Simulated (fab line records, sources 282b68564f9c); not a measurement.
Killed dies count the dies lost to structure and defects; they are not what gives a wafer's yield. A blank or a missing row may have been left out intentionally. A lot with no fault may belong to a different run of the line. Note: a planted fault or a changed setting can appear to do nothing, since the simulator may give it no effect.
fab line records | flow rit-cmos
[record] lots = 11 | wafers = 33 | last-day = 5
route steps=202 shown PWELL@47 M1@202
lots that met no fault: taken from a fault-free run of the same line
start-h: the number of hours between the record's first day and the start of the first shown wafer of the lot | wait-h: time in hours since the lot's previous step | " same as the row above | L1.1+2: one row covering several wafers at once | - no value, or no start was given | * or withheld: withheld | < > ~ a bound
route shown NAME@n: NAME is a module with steps in the file, n the number in the route of the first one | usual: mean and standard deviation over wafers with no fault | same: alike in all rows | chamber/n: place in a boat | sites: readings site by site | _std_site: the standard deviation of these | _edge_site: mean of outer sites minus mean of inner sites | radius-mm: for every site, how far away it sits from the centre of the wafer | mask NAME#n: copy n | behind: tool/chamber where the wafer was last shaped | hold: cause of the lot's hold/its duration in hours/its outcome | device: the n, p or np transistor that did not switch | end of line: tests of these same wafers at the route's end | a step with no rows: only its recipe | killed: the dies lost at the first sort to structure and to defects; this is not the yield of the wafer | map: the dies of a wafer, with x for killed, . for not killed, _ for no die there
set.NAME: the setting the step ran with; set.NAME@STEP: the setting that earlier step ran with | model.NAME: the simulator's own value behind a step, which no gauge read
one table for each step of the route and one row for each wafer, over a sample of lots
services: the hour from which a tool's chamber was out of use, counted from the record's first day as start-h (under 0 if before that day), plus the number of hours and why
[[steps]]
[step RIT_PWELL_IMPLANT_08]
[recipe] species = B | energy-kev = 170 | dose-cm2 = 7e+13 | tilt-deg = 7
[usual] implant-ion-amu = 11/0
lot.wafer | tool         | chamber | start-h | wait-h | implant-ion-amu
L733.2    | implanter-03 | 0       | 22.25   | 0.2    | 11
L733.4    | "            | 0       | "       | "      | 11
L733.5    | "            | 0       | "       | "      | 11
L734.2    | implanter-03 | 0       | 27.79   | 0.2    | 11
L734.4    | "            | 0       | "       | "      | 11
L734.5    | "            | 0       | "       | "      | 11
L735.2    | implanter-03 | 0       | 33.03   | 0.2    | 11
L735.3    | "            | 0       | "       | "      | 11
L735.5    | "            | 0       | "       | "      | 11
L736.1    | implanter-01 | 0       | 37.40   | 0.2    | 11
L736.3    | "            | 0       | "       | "      | 11
L736.4    | "            | 0       | "       | "      | 11
L737.1    | implanter-03 | 0       | 42.71   | 0.2    | 11
L737.5    | "            | 0       | "       | "      | 11
L737.6    | "            | 0       | "       | "      | 11
L738.1    | implanter-01 | 0       | 47.36   | 0.2    | 11
L738.2    | "            | 0       | "       | "      | 11
L738.5    | "            | 0       | "       | "      | 11
L739.1    | implanter-03 | 0       | 52.15   | 0.2    | 11
L739.2    | "            | 0       | "       | "      | 11
L739.3    | "            | 0       | "       | "      | 11
L740.4    | implanter-04 | 0       | 57.99   | 0.2    | 49
L740.5    | "            | 0       | "       | "      | 49
L740.6    | "            | 0       | "       | "      | 49
L741.1    | implanter-01 | 0       | 62.29   | 0.2    | 49
L741.3    | "            | 0       | "       | "      | 49
L741.5    | "            | 0       | "       | "      | 49
L742.1    | implanter-04 | 0       | 68.46   | 0.2    | 49
L742.2    | "            | 0       | "       | "      | 49
L742.3    | "            | 0       | "       | "      | 49
L743.1    | implanter-01 | 0       | 73.78   | 0.2    | 49
L743.4    | "            | 0       | "       | "      | 49
L743.5    | "            | 0       | "       | "      | 49
[step RIT_PWELL_TW_MEAS_10]
[usual] PWELL_TW = 958/8.6
lot.wafer | tool          | chamber | start-h | wait-h | PWELL_TW
L733.2    | film-metro-03 | -       | 22.56   | 0.1    | 948
L733.4    | "             | -       | "       | "      | 955
L733.5    | "             | -       | "       | "      | 952
L734.2    | film-metro-03 | -       | 28.10   | 0.1    | 940
L734.4    | "             | -       | "       | "      | 945
L734.5    | "             | -       | "       | "      | 945
L735.2    | film-metro-04 | -       | 33.34   | 0.1    | 974
L735.3    | "             | -       | "       | "      | 968
L735.5    | "             | -       | "       | "      | 967
L736.1    | film-metro-01 | -       | 37.73   | 0.1    | 966
L736.3    | "             | -       | "       | "      | 969
L736.4    | "             | -       | "       | "      | 972
L737.1    | film-metro-03 | -       | 43.03   | 0.1    | 948
L737.5    | "             | -       | "       | "      | 946
L737.6    | "             | -       | "       | "      | 947
L738.1    | film-metro-04 | -       | 47.69   | 0.1    | 962
L738.2    | "             | -       | "       | "      | 958
L738.5    | "             | -       | "       | "      | 962
L739.1    | film-metro-04 | -       | 52.47   | 0.1    | 965
L739.2    | "             | -       | "       | "      | 962
L739.3    | "             | -       | "       | "      | 960
L740.4    | film-metro-04 | -       | 58.27   | 0.1    | 1911
L740.5    | "             | -       | "       | "      | 1919
L740.6    | "             | -       | "       | "      | 1913
L741.1    | film-metro-03 | -       | 62.61   | 0.1    | 1883
L741.3    | "             | -       | "       | "      | 1887
L741.5    | "             | -       | "       | "      | 1869
L742.1    | film-metro-04 | -       | 68.78   | 0.1    | 1928
L742.2    | "             | -       | "       | "      | 1917
L742.3    | "             | -       | "       | "      | 1914
L743.1    | film-metro-03 | -       | 74.10   | 0.1    | 1907
L743.4    | "             | -       | "       | "      | 1901
L743.5    | "             | -       | "       | "      | 1892
[step RIT_WELLDRIVE_RS_MEAS_02]
[recipe] thk-meas-gauge = four-point-probe
[usual] PWELL_RS = 429.3/1.1
lot.wafer | tool          | chamber | start-h | wait-h | PWELL_RS[ohm/sq]
L733.2    | film-metro-01 | -       | 27.84   | 0.1    | 428.6
L733.4    | "             | -       | "       | "      | 427.9
L733.5    | "             | -       | "       | "      | 429.0
L734.2    | film-metro-01 | -       | 33.38   | 0.1    | 430.2
L734.4    | "             | -       | "       | "      | 430.1
L734.5    | "             | -       | "       | "      | 430.6
L735.2    | film-metro-03 | -       | 38.62   | 0.1    | 427.0
L735.3    | "             | -       | "       | "      | 427.9
L735.5    | "             | -       | "       | "      | 428.2
L736.1    | film-metro-03 | -       | 43.68   | 0.1    | 428.8
L736.3    | "             | -       | "       | "      | 428.5
L736.4    | "             | -       | "       | "      | 428.1
L737.1    | film-metro-01 | -       | 48.29   | 0.1    | 429.4
L737.5    | "             | -       | "       | "      | 428.6
L737.6    | "             | -       | "       | "      | 429.2
L738.1    | film-metro-04 | -       | 52.95   | 0.1    | 428.9
L738.2    | "             | -       | "       | "      | 429.0
L738.5    | "             | -       | "       | "      | 429.1
L739.1    | film-metro-03 | -       | 58.04   | 0.1    | 429.1
L739.2    | "             | -       | "       | "      | 429.1
L739.3    | "             | -       | "       | "      | 428.9
L740.4    | film-metro-04 | -       | 63.56   | 0.1    | 463.5
L740.5    | "             | -       | "       | "      | 463.7
L740.6    | "             | -       | "       | "      | 463.9
L741.1    | film-metro-03 | -       | 68.33   | 0.1    | 465.5
L741.3    | "             | -       | "       | "      | 464.5
L741.5    | "             | -       | "       | "      | 465.1
L742.1    | film-metro-04 | -       | 74.23   | 0.1    | 464.7
L742.2    | "             | -       | "       | "      | 466.1
L742.3    | "             | -       | "       | "      | 466.6
L743.1    | film-metro-01 | -       | 79.57   | 0.1    | 465.3
L743.4    | "             | -       | "       | "      | 465.7
L743.5    | "             | -       | "       | "      | 466.5
[step RIT_M1_PROBE_99]
[usual] killed-at-contacts = 0.1/0.31 | killed-at-front-end = 7.1/2.8 | killed-dies = 7.2/2.8 | killed-on-rim = 1.8/1.3 | killed-open = 3.5/2 | killed-short = 3.7/1.9
[same] gross-dies = 264 | killed_at_M0_to_M3 = 0 | killed_at_M4_up = 0 | killed-at-back-side = 0 | killed-at-other = 0
lot.wafer | tool      | chamber | start-h | wait-h | killed-at-contacts | killed-at-front-end | killed-dies | killed-on-rim | killed-open | killed-short
L733.2    | prober-01 | -       | 56.33   | 0.1    | 0                  | 11                  | 11          | 2             | 7           | 4
L733.4    | prober-01 | -       | 56.43   | 0.2    | 0                  | 4                   | 4           | 1             | 0           | 4
L733.5    | prober-01 | -       | 56.48   | 0.2    | 0                  | 3                   | 3           | 1             | 1           | 2
L734.2    | prober-02 | -       | 61.58   | 0.1    | 0                  | 11                  | 11          | 2             | 4           | 7
L734.4    | prober-02 | -       | 61.68   | 0.2    | 0                  | 6                   | 6           | 1             | 3           | 3
L734.5    | prober-02 | -       | 61.73   | 0.2    | 0                  | 7                   | 7           | 1             | 3           | 4
L735.2    | prober-01 | -       | 67.87   | 0.1    | 0                  | 6                   | 6           | 2             | 3           | 3
L735.3    | prober-01 | -       | 67.92   | 0.2    | 0                  | 5                   | 5           | 1             | 1           | 4
L735.5    | prober-01 | -       | 68.02   | 0.2    | 0                  | 9                   | 9           | 2             | 5           | 4
L736.1    | prober-02 | -       | 73.67   | 0.1    | 0                  | 4                   | 4           | 1             | 2           | 2
L736.3    | prober-02 | -       | 73.77   | 0.2    | 0                  | 9                   | 9           | 1             | 2           | 7
L736.4    | prober-02 | -       | 73.82   | 0.2    | 0                  | 8                   | 8           | 2             | 4           | 4
L737.1    | prober-01 | -       | 76.49   | 0.1    | 1                  | 8                   | 9           | 1             | 4           | 5
L737.5    | prober-01 | -       | 76.69   | 0.2    | 1                  | 15                  | 16          | 6             | 6           | 10
L737.6    | prober-01 | -       | 76.74   | 0.2    | 0                  | 10                  | 10          | 1             | 4           | 6
L738.1    | prober-02 | -       | 81.31   | 0.1    | 0                  | 8                   | 8           | 0             | 4           | 4
L738.2    | prober-02 | -       | 81.36   | 0.1    | 0                  | 6                   | 6           | 2             | 2           | 4
L738.5    | prober-02 | -       | 81.51   | 0.2    | 0                  | 5                   | 5           | 0             | 5           | 0
L739.1    | prober-01 | -       | 88.67   | 0.1    | 0                  | 5                   | 5           | 2             | 3           | 2
L739.2    | prober-01 | -       | 88.72   | 0.1    | 0                  | 9                   | 9           | 1             | 6           | 3
L739.3    | prober-01 | -       | 88.77   | 0.2    | 0                  | 5                   | 5           | 2             | 1           | 4
L740.4    | prober-02 | -       | 93.95   | 0.2    | 0                  | 8                   | 8           | 2             | 3           | 5
L740.5    | prober-02 | -       | 94.00   | 0.2    | 1                  | 6                   | 7           | 0             | 3           | 4
L740.6    | prober-02 | -       | 94.05   | 0.2    | 0                  | 4                   | 4           | 0             | 1           | 3
L741.1    | prober-01 | -       | 100.19  | 0.1    | 0                  | 4                   | 4           | 2             | 2           | 2
L741.3    | prober-01 | -       | 100.29  | 0.2    | 0                  | 7                   | 7           | 4             | 3           | 4
L741.5    | prober-01 | -       | 100.39  | 0.2    | 0                  | 6                   | 6           | 1             | 3           | 3
L742.1    | prober-02 | -       | 106.96  | 0.1    | 1                  | 6                   | 7           | 2             | 5           | 2
L742.2    | prober-02 | -       | 107.01  | 0.1    | 0                  | 5                   | 5           | 0             | 0           | 5
L742.3    | prober-02 | -       | 107.06  | 0.2    | 0                  | 6                   | 6           | 0             | 4           | 2
L743.1    | prober-01 | -       | 110.02  | 0.1    | 0                  | 4                   | 4           | 2             | 2           | 2
L743.4    | prober-01 | -       | 110.17  | 0.2    | 0                  | 12                  | 12          | 3             | 6           | 6
L743.5    | prober-01 | -       | 110.22  | 0.2    | 0                  | 8                   | 8           | 2             | 4           | 4
// killed by level:class
L733.2 GATE:geometric-particle:open=5 GATE:geometric-particle:short=3 SPACER:geometric-particle:open=1 SILICIDE:geometric-particle:open=1 SILICIDE:geometric-particle:short=1
L733.4 GATE:geometric-particle:short=2 FOX1:geometric-particle:short=1 SPACER:geometric-particle:short=1
L733.5 GATE:geometric-particle:short=1 GATE:geometric-particle:open=1 SPACER:geometric-particle:short=1
L734.2 GATE:geometric-particle:open=3 GATE:geometric-particle:short=3 FOX1:geometric-particle:short=1 REOX:geometric-particle:short=1 SPACER:geometric-particle:short=1 SPACER:geometric-particle:open=1 SILICIDE:geometric-particle:short=1
L734.4 FOX2:geometric-particle:short=1 FOX2:geometric-particle:open=1 GATE:geometric-particle:open=1 GATE:geometric-particle:short=1 SPACER:geometric-particle:short=1 SPACER:geometric-particle:open=1
L734.5 GATE:geometric-particle:open=2 FOX1:geometric-particle:short=1 GATE:geometric-particle:short=1 REOX:geometric-particle:short=1 SILICIDE:geometric-particle:open=1 SILICIDE:geometric-particle:short=1
L735.2 GATE:geometric-particle:open=3 FOX2:geometric-particle:short=1 SPACER:geometric-particle:short=1 SILICIDE:geometric-particle:short=1
L735.3 GATE:geometric-particle:short=2 FOX2:geometric-particle:open=1 SPACER:geometric-particle:short=1 SILICIDE:geometric-particle:short=1
L735.5 GATE:geometric-particle:open=4 REOX:geometric-particle:short=2 FOX2:geometric-particle:open=1 FOX2:geometric-particle:short=1 GATE:geometric-particle:short=1
L736.1 SPACER:geometric-particle:open=1 FOX1:geometric-particle:short=1 FOX1:geometric-particle:open=1 SPACER:geometric-particle:short=1
L736.3 SPACER:geometric-particle:short=4 FOX1:geometric-particle:short=1 GATE:geometric-particle:open=1 GATE:geometric-particle:short=1 REOX:geometric-particle:short=1 SPACER:geometric-particle:open=1
L736.4 FOX1:geometric-particle:short=2 GATE:geometric-particle:open=2 SILICIDE:geometric-particle:short=2 FOX1:geometric-particle:open=1 SPACER:geometric-particle:open=1
L737.1 GATE:geometric-particle:open=3 FOX1:geometric-particle:open=1 FOX2:geometric-particle:short=1 GATE:geometric-particle:short=1 SPACER:geometric-particle:short=1 SILICIDE:geometric-particle:short=1 CONTACT:geometric-particle:short=1
L737.5 GATE:geometric-particle:short=4 SILICIDE:geometric-particle:short=4 GATE:geometric-particle:open=2 SPACER:geometric-particle:short=2 SILICIDE:geometric-particle:open=2 REOX:geometric-particle:open=1 CONTACT:geometric-particle:open=1
L737.6 FOX1:geometric-particle:short=2 GATE:geometric-particle:short=2 SPACER:geometric-particle:short=2 SPACER:geometric-particle:open=2 REOX:geometric-particle:open=1 SILICIDE:geometric-particle:open=1
L738.1 GATE:geometric-particle:short=2 REOX:geometric-particle:open=2 FOX1:geometric-particle:open=1 FOX1:geometric-particle:short=1 GATE:geometric-particle:open=1 REOX:geometric-particle:short=1
L738.2 FOX1:geometric-particle:open=1 FOX1:geometric-particle:short=1 GATE:geometric-particle:short=1 GATE:geometric-particle:open=1 REOX:geometric-particle:short=1 SPACER:geometric-particle:short=1
L738.5 SILICIDE:geometric-particle:open=2 FOX1:geometric-particle:open=1 GATE:geometric-particle:open=1 REOX:geometric-particle:open=1
L739.1 GATE:geometric-particle:open=2 FOX1:geometric-particle:short=1 FOX1:geometric-particle:open=1 GATE:geometric-particle:short=1
L739.2 GATE:geometric-particle:short=3 FOX1:geometric-particle:open=2 GATE:geometric-particle:open=2 FOX2:geometric-particle:open=1 REOX:geometric-particle:open=1
L739.3 GATE:geometric-particle:short=3 GATE:geometric-particle:open=1 SPACER:geometric-particle:short=1
L740.4 SPACER:geometric-particle:short=2 FOX1:geometric-particle:short=1 FOX2:geometric-particle:open=1 GATE:geometric-particle:open=1 GATE:geometric-particle:short=1 REOX:geometric-particle:short=1 SPACER:geometric-particle:open=1
L740.5 FOX1:geometric-particle:short=1 GATE:geometric-particle:short=1 GATE:geometric-particle:open=1 REOX:geometric-particle:open=1 REOX:geometric-particle:short=1 SPACER:geometric-particle:short=1 CONTACT:geometric-particle:open=1
L740.6 FOX1:geometric-particle:short=1 SPACER:geometric-particle:open=1 SPACER:geometric-particle:short=1 SILICIDE:geometric-particle:short=1
L741.1 GATE:geometric-particle:short=1 GATE:geometric-particle:open=1 SPACER:geometric-particle:short=1 SILICIDE:geometric-particle:open=1
L741.3 GATE:geometric-particle:short=3 GATE:geometric-particle:open=1 SPACER:geometric-particle:open=1 SILICIDE:geometric-particle:short=1 SILICIDE:geometric-particle:open=1
L741.5 GATE:geometric-particle:short=2 FOX1:geometric-particle:open=1 FOX1:geometric-particle:short=1 GATE:geometric-particle:open=1 SPACER:geometric-particle:open=1
L742.1 FOX1:geometric-particle:open=1 FOX2:geometric-particle:open=1 GATE:geometric-particle:open=1 GATE:geometric-particle:short=1 SILICIDE:geometric-particle:open=1 SILICIDE:geometric-particle:short=1 CONTACT:geometric-particle:open=1
L742.2 GATE:geometric-particle:short=2 REOX:geometric-particle:short=1 SPACER:geometric-particle:short=1 SILICIDE:geometric-particle:short=1
L742.3 GATE:geometric-particle:open=3 FOX2:geometric-particle:open=1 GATE:geometric-particle:short=1 REOX:geometric-particle:short=1
L743.1 GATE:geometric-particle:short=1 REOX:geometric-particle:open=1 SILICIDE:geometric-particle:short=1 SILICIDE:geometric-particle:open=1
L743.4 GATE:geometric-particle:short=5 GATE:geometric-particle:open=3 REOX:geometric-particle:open=2 FOX1:geometric-particle:open=1 REOX:geometric-particle:short=1
L743.5 GATE:geometric-particle:short=3 FOX1:geometric-particle:open=1 FOX1:geometric-particle:short=1 FOX2:geometric-particle:open=1 REOX:geometric-particle:open=1 SPACER:geometric-particle:open=1
[[services]]
tool         | chamber | start-h | hours | kind
implanter-04 | -       | 26.31   | 22.5  | repair
implanter-03 | -       | 39.14   | 3.5   | repair
implanter-01 | -       | 57.60   | 2.9   | pm
[[key]]
[first-sign] step = RIT_PWELL_IMPLANT_08 | reading = implant-ion-amu | direction = up | sigmas = 99+ | usual = 11 | struck = 49
[effect] step = RIT_PWELL_TW_MEAS_10 | reading = PWELL_TW | direction = up | sigmas = 99+ | usual = 958 | struck = 1904
[effect] step = RIT_WELLDRIVE_RS_MEAS_02 | reading = PWELL_RS | direction = up | sigmas = 33 | usual = 429.3 | struck = 465.1
met-at RIT_PWELL_IMPLANT_08
struck-lots L740,L741,L742,L743
tester-left-out L740,L741,L742,L743
onset-between 47.36 57.99
[fault] kind = wrong-recipe-download | tool = implanter-01,implanter-03,implanter-04 | chamber = - | onset-h = 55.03 | steps = RIT_PWELL_IMPLANT_08 | wrong-recipe.not-listed = 1
// tester-left-out: of these lots the tester's yield and bins aren't shown, on N5 and GAA mostly nor the transistor test; their killed dies are dies lost to structure and defects alone, not to doping, threshold or leakage, so they don't give the yield
